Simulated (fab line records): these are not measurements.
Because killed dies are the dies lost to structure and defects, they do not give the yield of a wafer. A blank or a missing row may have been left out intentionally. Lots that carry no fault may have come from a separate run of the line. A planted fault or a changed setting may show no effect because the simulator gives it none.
fab line records ; flow rit-cmos
[record] lots = 15; wafers = 45; last-day = 7
route steps=202 shown NWELL@51 PRETRO@72 FOX2@80 CONTACT@179 M1@202
lots that met no fault: taken from a fault-free run of the same line
start-h: the number of hours between the record's first day and the start of the first shown wafer of the lot ; wait-h: time in hours since the lot's previous step ; " unchanged from the row above ; L1.1+2: a single row standing in for several wafers ; - no value present, or no start provided ; * or withheld: withheld ; < > ~ a bound
route shown NAME@n: names a module that has steps shown in the file, with the first one's number in the route ; usual: mean/standard deviation of fault-free wafers ; same: alike in all rows ; chamber/n: place in a boat ; sites: readings site by site ; _std_site: the values' standard deviation ; _edge_site: the outer-site mean with the inner-site mean subtracted ; radius-mm: how far each site lies from the wafer's centre ; mask NAME#n: copy n ; behind: the last tool/chamber to shape the wafer ; hold: reason for holding the lot/hours on hold/outcome of the hold ; device: whichever transistor did not switch (one of n, p or np) ; end of line: at the end of the route, the tests of the same wafers ; where a step has no rows: the recipe by itself ; killed: dies lost to structure and defects at the first sort, not the wafer's yield ; map: shows each die of a wafer: x if killed, . if not, _ if none is there
set.NAME: the setting that was run; set.NAME@STEP: the one run at that earlier step ; model.NAME: the simulator's own value behind a step, which no gauge read
steps of the route over a sample of lots; a table a step, a row a wafer
services: when a tool's chamber went out of use (start-h, in hours from the record's first day, below 0 if earlier), for how many hours, and the reason
[[steps]]
[step RIT_WELLDRIVE_RS_MEAS_01]
[recipe] thk-meas-gauge = four-point-probe
[usual] NWELL_RS = 275.9/0.9
lot.wafer;tool;chamber;start-h;wait-h;NWELL_RS[ohm/sq]
L976.2;film-metro-01;-;35.14;0.0;275.7
L976.5;film-metro-01;-;35.14;0.0;275.1
L976.6;film-metro-01;-;35.14;0.0;275.9
L977.2;film-metro-04;-;40.09;0.0;274.9
L977.3;film-metro-04;-;40.09;0.0;274.9
L977.6;film-metro-04;-;40.09;0.0;275.8
L978.2;film-metro-01;-;43.85;0.0;274.6
L978.3;film-metro-01;-;43.85;0.0;274.6
L978.5;film-metro-01;-;43.85;0.0;274.6
L979.1;film-metro-03;-;48.54;0.0;275.0
L979.2;film-metro-03;-;48.54;0.0;276.2
L979.4;film-metro-03;-;48.54;0.0;275.9
L980.3;film-metro-01;-;53.65;0.0;276.2
L980.4;film-metro-01;-;53.65;0.0;276.9
L980.6;film-metro-01;-;53.65;0.0;277.5
L981.1;film-metro-03;-;56.48;0.0;276.5
L981.3;film-metro-03;-;56.48;0.0;276.7
L981.5;film-metro-03;-;56.48;0.0;276.0
L982.1;film-metro-03;-;63.95;0.0;276.1
L982.3;film-metro-03;-;63.95;0.0;276.8
L982.4;film-metro-03;-;63.95;0.0;275.9
L983.1;film-metro-03;-;71.61;0.0;276.6
L983.5;film-metro-03;-;71.61;0.0;276.8
L983.6;film-metro-03;-;71.61;0.0;277.0
L984.1;film-metro-01;-;77.24;0.0;274.9
L984.4;film-metro-01;-;77.24;0.0;274.8
L984.6;film-metro-01;-;77.24;0.0;275.8
L985.1;film-metro-03;-;78.26;0.0;276.7
L985.2;film-metro-03;-;78.26;0.0;276.3
L985.6;film-metro-03;-;78.26;0.0;275.8
L986.3;film-metro-04;-;82.36;0.0;275.5
L986.4;film-metro-04;-;82.36;0.0;274.9
L986.6;film-metro-04;-;82.36;0.0;275.5
L989.2;film-metro-01;-;96.02;0.0;275.0
L989.4;film-metro-01;-;96.02;0.0;275.8
L989.5;film-metro-01;-;96.02;0.0;275.7
L990.1;film-metro-01;-;102.16;0.0;274.1
L990.2;film-metro-01;-;102.16;0.0;274.5
L990.5;film-metro-01;-;102.16;0.0;274.8
L992.1;film-metro-04;-;115.24;0.0;275.6
L992.3;film-metro-04;-;115.24;0.0;275.7
L992.4;film-metro-04;-;115.24;0.0;275.6
L997.2;film-metro-03;-;133.86;0.0;276.8
L997.3;film-metro-03;-;133.86;0.0;276.4
L997.6;film-metro-03;-;133.86;0.0;277.4
[step RIT_PRETRO_IMPLANT_08]
[recipe] species = B; energy-kev = 45; dose-cm2 = 1.2e+13; tilt-deg = 7
[usual] dose-ions-cm2 = 1.1999e+13/1.1e+10; faraday-current-uA = 38.0/0.72; tilt-deg = 6.998/0.019
lot.wafer;tool;chamber;start-h;wait-h;dose-ions-cm2;faraday-current-uA;tilt-deg
L976.2;implanter-04;0;38.50;0.2;1.2014e+13;37.2;6.967
L976.5;implanter-04;0;38.50;0.2;1.2015e+13;37.3;6.959
L976.6;implanter-04;0;38.50;0.2;1.1999e+13;37.4;6.965
L977.2;implanter-01;0;43.25;0.2;1.2012e+13;37.7;7.005
L977.3;implanter-01;0;43.25;0.2;1.201e+13;38.2;6.995
L977.6;implanter-01;0;43.25;0.2;1.2022e+13;39.0;6.996
L978.2;implanter-02;0;47.02;0.2;1.202e+13;38.9;7.003
L978.3;implanter-02;0;47.02;0.2;1.1993e+13;39.1;7.002
L978.5;implanter-02;0;47.02;0.2;1.1986e+13;36.6;7.007
L979.1;implanter-02;0;51.74;0.2;1.1987e+13;38.8;7.031
L979.2;implanter-02;0;51.74;0.2;1.1996e+13;37.6;7.003
L979.4;implanter-02;0;51.74;0.2;1.2014e+13;39.5;7.023
L980.3;implanter-01;0;56.61;0.2;1.2006e+13;37.7;7.036
L980.4;implanter-01;0;56.61;0.2;1.1983e+13;37.0;7.008
L980.6;implanter-01;0;56.61;0.2;1.2002e+13;38.6;7.000
L981.1;implanter-01;0;59.56;0.2;1.1979e+13;38.0;7.003
L981.3;implanter-01;0;59.56;0.2;1.2007e+13;37.2;7.007
L981.5;implanter-01;0;59.56;0.2;1.1971e+13;39.1;7.021
L982.1;implanter-01;0;67.24;0.2;1.2001e+13;38.9;6.997
L982.3;implanter-01;0;67.24;0.2;1.1996e+13;37.6;6.995
L982.4;implanter-01;0;67.24;0.2;1.2001e+13;38.5;6.988
L983.1;implanter-01;0;74.79;0.2;1.2017e+13;38.0;6.989
L983.5;implanter-01;0;74.79;0.2;1.2011e+13;38.2;6.994
L983.6;implanter-01;0;74.79;0.2;1.2008e+13;38.7;6.974
L984.1;implanter-02;0;80.44;0.2;1.2007e+13;37.8;7.044
L984.4;implanter-02;0;80.44;0.2;1.1997e+13;37.6;7.003
L984.6;implanter-02;0;80.44;0.2;1.2001e+13;37.5;7.017
L985.1;implanter-04;0;81.77;0.2;1.1993e+13;37.8;7.009
L985.2;implanter-04;0;81.77;0.2;1.2008e+13;39.1;6.996
L985.6;implanter-04;0;81.77;0.2;1.2005e+13;38.3;6.992
L986.3;implanter-01;0;85.53;0.2;1.199e+13;37.6;6.968
L986.4;implanter-01;0;85.53;0.2;1.2005e+13;38.3;7.005
L986.6;implanter-01;0;85.53;0.2;1.1978e+13;36.9;6.994
L989.2;implanter-01;0;99.11;0.2;1.198e+12;3.8;6.983
L989.4;implanter-01;0;99.11;0.2;1.211e+12;3.8;6.984
L989.5;implanter-01;0;99.11;0.2;1.219e+12;3.7;6.998
L990.1;implanter-01;0;105.39;0.2;1.206e+12;3.8;6.988
L990.2;implanter-01;0;105.39;0.2;1.188e+12;3.9;7.000
L990.5;implanter-01;0;105.39;0.2;1.202e+12;3.8;6.978
L992.1;implanter-01;0;118.32;0.2;1.196e+12;3.8;6.996
L992.3;implanter-01;0;118.32;0.2;1.196e+12;3.8;7.058
L992.4;implanter-01;0;118.32;0.2;1.215e+12;3.8;6.974
L997.2;implanter-02;0;137.26;0.2;1.2005e+13;37.6;6.992
L997.3;implanter-02;0;137.26;0.2;1.1978e+13;37.3;7.012
L997.6;implanter-02;0;137.26;0.2;1.2016e+13;37.8;7.027
[step RIT_PRETRO_TW_MEAS_10]
[usual] PRETRO_TW = 475/5.2
lot.wafer;tool;chamber;start-h;wait-h;hold;PRETRO_TW
L976.2;film-metro-04;-;38.81;0.1;-;468
L976.5;film-metro-04;-;38.81;0.1;-;469
L976.6;film-metro-04;-;38.81;0.1;-;468
L977.2;film-metro-04;-;43.56;0.1;-;470
L977.3;film-metro-04;-;43.56;0.1;-;470
L977.6;film-metro-04;-;43.56;0.1;-;470
L978.2;film-metro-04;-;47.33;0.1;-;471
L978.3;film-metro-04;-;47.33;0.1;-;468
L978.5;film-metro-04;-;47.33;0.1;-;472
L979.1;film-metro-04;-;52.07;0.1;-;472
L979.2;film-metro-04;-;52.07;0.1;-;469
L979.4;film-metro-04;-;52.07;0.1;-;473
L980.3;film-metro-04;-;56.91;0.1;-;474
L980.4;film-metro-04;-;56.91;0.1;-;471
L980.6;film-metro-04;-;56.91;0.1;-;470
L981.1;film-metro-02;-;59.89;0.1;-;482
L981.3;film-metro-02;-;59.89;0.1;-;484
L981.5;film-metro-02;-;59.89;0.1;-;481
L982.1;film-metro-01;-;67.57;0.1;-;479
L982.3;film-metro-01;-;67.57;0.1;-;479
L982.4;film-metro-01;-;67.57;0.1;-;477
L983.1;film-metro-01;-;75.12;0.1;-;481
L983.5;film-metro-01;-;75.12;0.1;-;476
L983.6;film-metro-01;-;75.12;0.1;-;476
L984.1;film-metro-01;-;80.77;0.1;-;475
L984.4;film-metro-01;-;80.77;0.1;-;476
L984.6;film-metro-01;-;80.77;0.1;-;479
L985.1;film-metro-04;-;82.09;0.1;-;472
L985.2;film-metro-04;-;82.09;0.1;-;469
L985.6;film-metro-04;-;82.09;0.1;-;469
L986.3;film-metro-02;-;85.83;0.1;-;482
L986.4;film-metro-02;-;85.83;0.1;-;482
L986.6;film-metro-02;-;85.83;0.1;-;482
L989.2;film-metro-01;-;99.42;0.1;await-dispo/0.2h/release;239
L989.4;film-metro-01;-;99.42;0.1;await-dispo/0.2h/release;241
L989.5;film-metro-01;-;99.42;0.1;await-dispo/0.2h/release;238
L989.2;film-metro-01;-;99.64;0.2;-;239
L989.4;film-metro-01;-;99.64;0.2;-;240
L989.5;film-metro-01;-;99.64;0.2;-;240
L990.1;film-metro-04;-;105.72;0.1;await-dispo/0.2h/release;233
L990.2;film-metro-04;-;105.72;0.1;await-dispo/0.2h/release;237
L990.5;film-metro-04;-;105.72;0.1;await-dispo/0.2h/release;233
L990.1;film-metro-04;-;105.94;0.2;-;233
L990.2;film-metro-04;-;105.94;0.2;-;236
L990.5;film-metro-04;-;105.94;0.2;-;233
L992.1;film-metro-01;-;118.64;0.1;await-dispo/0.2h/release;241
L992.3;film-metro-01;-;118.64;0.1;await-dispo/0.2h/release;240
L992.4;film-metro-01;-;118.64;0.1;await-dispo/0.2h/release;235
L992.1;film-metro-01;-;118.87;0.2;-;240
L992.3;film-metro-01;-;118.87;0.2;-;240
L992.4;film-metro-01;-;118.87;0.2;-;236
L997.2;film-metro-02;-;137.78;0.3;-;481
L997.3;film-metro-02;-;137.78;0.3;-;481
L997.6;film-metro-02;-;137.78;0.3;-;482
[step RIT_FOX2_THK_MEAS_91]
[recipe] reads = SiO2_of_FOX2_OXIDATION_00
[usual] FIELD_OXIDE_LEFT_2_THK = 253/6.4
lot.wafer;tool;chamber;start-h;wait-h;FIELD_OXIDE_LEFT_2_THK[nm]
L976.2;film-metro-01;-;39.29;0.0;250
L976.5;film-metro-01;-;39.29;0.0;246
L976.6;film-metro-01;-;39.29;0.0;251
L977.2;film-metro-02;-;44.04;0.0;258
L977.3;film-metro-02;-;44.04;0.0;257
L977.6;film-metro-02;-;44.04;0.0;256
L978.2;film-metro-02;-;47.82;0.0;261
L978.3;film-metro-02;-;47.82;0.0;262
L978.5;film-metro-02;-;47.82;0.0;260
L979.1;film-metro-03;-;52.56;0.0;255
L979.2;film-metro-03;-;52.56;0.0;246
L979.4;film-metro-03;-;52.56;0.0;246
L980.3;film-metro-03;-;57.63;0.0;250
L980.4;film-metro-03;-;57.63;0.0;253
L980.6;film-metro-03;-;57.63;0.0;256
L981.1;film-metro-02;-;60.40;0.0;257
L981.3;film-metro-02;-;60.40;0.0;246
L981.5;film-metro-02;-;60.40;0.0;253
L982.1;film-metro-03;-;68.05;0.0;246
L982.3;film-metro-03;-;68.05;0.0;249
L982.4;film-metro-03;-;68.05;0.0;243
L983.1;film-metro-01;-;75.59;0.0;257
L983.5;film-metro-01;-;75.59;0.0;259
L983.6;film-metro-01;-;75.59;0.0;260
L984.1;film-metro-03;-;81.31;0.0;242
L984.4;film-metro-03;-;81.31;0.0;240
L984.6;film-metro-03;-;81.31;0.0;243
L985.1;film-metro-01;-;82.62;0.0;236
L985.2;film-metro-01;-;82.62;0.0;245
L985.6;film-metro-01;-;82.62;0.0;243
L986.3;film-metro-02;-;86.39;0.0;254
L986.4;film-metro-02;-;86.39;0.0;251
L986.6;film-metro-02;-;86.39;0.0;258
L997.2;film-metro-01;-;138.31;0.0;252
L997.3;film-metro-01;-;138.31;0.0;259
L997.6;film-metro-01;-;138.31;0.0;255
[step RIT_CONTACT_ETCH_11]
[recipe] target-depth-a = 4800; over-etch-frac = 0.2; stop-on = TiSi2; chemistry = CHF3/CF4/Ar; target = SiO2; CHF3_flow_sccm = 50; cf4-flow-sccm = 10; Ar_flow_sccm = 100; O2_flow_sccm = 5; pressure-mtorr = 100; rf-w = 200; time-s = 320
[usual] CHF3_flow_sccm = 50.00/0.13; drypump-motor-current-A = 5.5/0.31; oes-product-au = 0.992/0.021; throttle-valve-pct = 8.89/0.095
lot.wafer;tool;chamber;start-h;wait-h;CHF3_flow_sccm;drypump-motor-current-A;oes-product-au;rf-hours-counter-h;throttle-valve-pct
L976.2;rie-diel-03;1;62.90;0.1;50.00;5.5;0.973;84;8.74
L976.5;rie-diel-03;2;62.90;0.1;50.11;6.0;1.003;-;8.77
L976.6;rie-diel-03;1;62.90;0.1;49.98;5.5;0.973;-;8.73
L977.2;rie-diel-04;0;72.27;0.1;50.08;5.2;1.020;6;8.80
L977.3;rie-diel-04;3;72.27;0.1;50.23;4.8;1.017;162;8.92
L977.6;rie-diel-04;2;72.27;0.1;49.91;5.4;0.971;-;8.92
L978.2;rie-diel-03;0;75.50;0.1;50.12;5.8;1.023;0;8.94
L978.3;rie-diel-03;3;75.50;0.1;49.92;5.8;0.967;67;9.03
L978.5;rie-diel-03;0;75.50;0.1;49.96;5.8;1.022;-;8.94
L979.1;rie-diel-01;1;79.16;0.1;49.96;5.6;0.978;118;8.93
L979.2;rie-diel-01;3;79.16;0.1;49.95;5.4;1.013;6;9.05
L979.4;rie-diel-01;2;79.16;0.1;49.98;5.4;0.998;-;8.83
L980.3;rie-diel-04;0;81.48;0.1;50.24;5.2;1.019;6;8.81
L980.4;rie-diel-04;1;81.48;0.1;50.02;6.0;0.977;-;8.95
L980.6;rie-diel-04;0;81.48;0.1;50.07;5.2;1.016;-;8.82
L981.1;rie-diel-01;0;84.41;0.1;50.16;5.2;0.985;167;8.85
L981.3;rie-diel-01;3;84.41;0.1;50.26;5.4;1.018;6;9.05
L981.5;rie-diel-01;0;84.41;0.1;50.28;5.2;0.975;-;8.85
L982.1;rie-diel-01;0;91.96;0.1;49.95;5.1;0.979;167;8.85
L982.3;rie-diel-01;2;91.96;0.1;50.13;5.4;0.992;122;8.83
L982.4;rie-diel-01;3;91.96;0.1;49.78;5.4;1.012;6;9.04
L983.1;rie-diel-03;0;98.24;0.1;49.87;5.8;1.019;1;8.93
L983.5;rie-diel-03;0;98.24;0.1;50.03;5.8;1.027;-;8.93
L983.6;rie-diel-03;2;98.24;0.1;50.08;6.0;1.008;-;8.77
L984.1;rie-diel-03;2;102.38;0.1;49.94;6.0;1.013;127;8.77
L984.4;rie-diel-03;0;102.38;0.1;49.90;5.8;1.026;-;8.92
L984.6;rie-diel-03;1;102.38;0.1;49.85;5.5;0.973;-;8.75
L985.1;rie-diel-04;2;106.70;0.1;50.00;5.4;0.969;19;8.93
L985.2;rie-diel-04;1;106.70;0.1;50.09;5.9;0.975;1;8.94
L985.6;rie-diel-04;0;106.70;0.1;49.89;5.2;1.023;-;8.81
L986.3;rie-diel-01;1;111.68;0.1;49.82;5.5;0.975;119;8.92
L986.4;rie-diel-01;2;111.68;0.1;50.15;5.5;0.994;-;8.83
L986.6;rie-diel-01;3;111.68;0.1;49.98;5.4;1.021;-;9.04
L997.2;rie-diel-01;1;162.06;0.1;49.97;5.6;0.978;120;8.94
L997.3;rie-diel-01;0;162.06;0.1;49.99;5.2;0.999;1;8.85
L997.6;rie-diel-01;1;162.06;0.1;49.79;5.6;0.977;-;8.94
[step RIT_M1_PROBE_99]
[usual] defect-limited-yield = 97.4/1.2; killed-at-contacts = 0.1/0.24; killed-at-front-end = 7/3.2; killed-dies = 7/3.2; killed-open = 3.4/2; killed-short = 3.5/2.2; sort_bin_3_pad_short = 0.1/0.21; sort_bin_5_function = 1.6/0.79; sort_bin_6_memory = 0.9/0.72; sort-n-pass = 257/3.2; sort-yield-pct = 97.4/1.2
[same] gross-dies = 264; killed_at_M0_to_M3 = 0; killed_at_M4_up = 0; killed-at-back-side = 0; killed-at-other = 0
lot.wafer;tool;chamber;start-h;wait-h;defect-limited-yield[%];killed-at-contacts;killed-at-front-end;killed-dies;killed-open;killed-short;sort_bin_3_pad_short[%];sort_bin_5_function[%];sort_bin_6_memory[%];sort-n-pass;sort-yield-pct[%]
L978.2;prober-02;-;80.47;0.1;97.0;0;8;8;5;3;0;1.9;1.1;256;97.0
L978.3;prober-02;-;80.52;0.2;97.7;0;6;6;4;2;0;1.9;0.4;258;97.7
L978.5;prober-02;-;80.62;0.2;97.7;0;6;6;2;4;0;1.5;0.8;258;97.7
L983.1;prober-01;-;103.27;0.1;97.7;0;6;6;3;3;0;1.9;0.4;258;97.7
L983.5;prober-01;-;103.47;0.2;96.6;0;9;9;5;4;0.4;2.7;0.4;255;96.6
L983.6;prober-01;-;103.52;0.2;97.3;0;7;7;5;2;0;2.3;0.4;257;97.3
L985.1;prober-01;-;111.74;0.1;98.1;0;5;5;3;2;0;0.4;1.5;259;98.1
L985.2;prober-01;-;111.79;0.1;97.0;0;8;8;4;4;0;1.9;1.1;256;97.0
L985.6;prober-01;-;111.99;0.2;97.3;0;7;7;3;4;0.4;1.1;1.1;257;97.3
// killed by level:class
L978.2 GATE:geometric-particle:short=2 SPACER:geometric-particle:open=2 FOX1:geometric-particle:open=1 FOX1:geometric-particle:short=1 GATE:geometric-particle:open=1 SILICIDE:geometric-particle:open=1
L978.3 SILICIDE:geometric-particle:open=2 FOX2:geometric-particle:open=1 GATE:geometric-particle:short=1 SPACER:geometric-particle:open=1 SILICIDE:geometric-particle:short=1
L978.5 GATE:geometric-particle:short=3 GATE:geometric-particle:open=2 SPACER:geometric-particle:short=1
L983.1 SPACER:geometric-particle:short=2 FOX1:geometric-particle:open=1 GATE:geometric-particle:short=1 SPACER:geometric-particle:open=1 SILICIDE:geometric-particle:open=1
L983.5 GATE:geometric-particle:short=3 GATE:geometric-particle:open=2 SPACER:geometric-particle:open=2 FOX1:geometric-particle:short=1 FOX2:geometric-particle:open=1
L983.6 GATE:geometric-particle:open=3 FOX2:geometric-particle:short=1 REOX:geometric-particle:open=1 SPACER:geometric-particle:open=1 SPACER:geometric-particle:short=1
L985.1 GATE:geometric-particle:short=2 GATE:geometric-particle:open=1 REOX:geometric-particle:open=1 SILICIDE:geometric-particle:open=1
L985.2 REOX:geometric-particle:open=3 FOX1:geometric-particle:short=1 FOX2:geometric-particle:short=1 GATE:geometric-particle:short=1 SILICIDE:geometric-particle:short=1 SILICIDE:geometric-particle:open=1
L985.6 REOX:geometric-particle:open=3 GATE:geometric-particle:short=2 REOX:geometric-particle:short=1 SILICIDE:geometric-particle:short=1
[[services]]
tool;chamber;start-h;hours;kind
implanter-04;-;17.93;6.8;repair
rie-diel-01;1;21.77;9.8;repair
rie-diel-04;0;27.67;2.7;repair
rie-diel-03;0;30.31;-;clean
rie-diel-03;0;30.31;16.5;scheduled-down
rie-diel-03;0;30.31;16.5;vent-cycle
rie-diel-04;1;30.39;-;clean
rie-diel-04;1;30.39;15.5;scheduled-down
implanter-02;-;42.16;2.6;repair
implanter-01;-;47.18;4.6;repair
rie-diel-01;1;57.88;3.0;repair
rie-diel-01;-;73.33;0.3;repair
rie-diel-01;0;73.67;9.9;repair
rie-diel-04;3;77.15;7.1;repair
rie-diel-01;0;93.09;1.9;repair
rie-diel-01;0;94.99;-;clean
rie-diel-01;0;94.99;19.9;scheduled-down
rie-diel-01;0;94.99;19.9;vent-cycle
rie-diel-03;3;97.72;26.2;repair
rie-diel-01;-;110.66;0.4;repair
implanter-01;-;129.03;3.7;pm
rie-diel-03;-;134.61;2.8;pm
rie-diel-01;1;137.16;9.8;repair
rie-diel-01;0;144.17;3.2;repair
[[key]]
[first-sign] step = RIT_PRETRO_IMPLANT_08; reading = dose-ions-cm2; direction = down; sigmas = 99+; usual = 1.1999e+13; struck = 1.204e+12
[effect] step = RIT_PRETRO_IMPLANT_08; reading = faraday-current-uA; direction = down; sigmas = 48; usual = 38.0; struck = 3.8
[effect] step = RIT_PRETRO_TW_MEAS_10; reading = visit; direction = added
[effect] step = RIT_PRETRO_TW_MEAS_10; reading = PRETRO_TW; direction = down; sigmas = 46; usual = 475; struck = 237
met-at RIT_PRETRO_IMPLANT_08
struck-lots L989,L990,L992
scrapped-behind RIT_PRETRO_TW_MEAS_10 L989.2,L989.4,L989.5,L990.1,L990.2,L990.5,L992.1,L992.3,L992.4
not-acting-at RIT_WELLDRIVE_RS_MEAS_01,RIT_FOX2_THK_MEAS_91,RIT_CONTACT_ETCH_11
onset-between 85.53 99.11
[fault] kind = process-parameter-drift; tool = implanter-01; chamber = -; onset-h = 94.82; steps = RIT_PRETRO_IMPLANT_08; channel = dose-cm2; offset = -1.08e+13; shape = step; end-h = 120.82; acts-in = these-recipes-only; stated = 1.2e+13
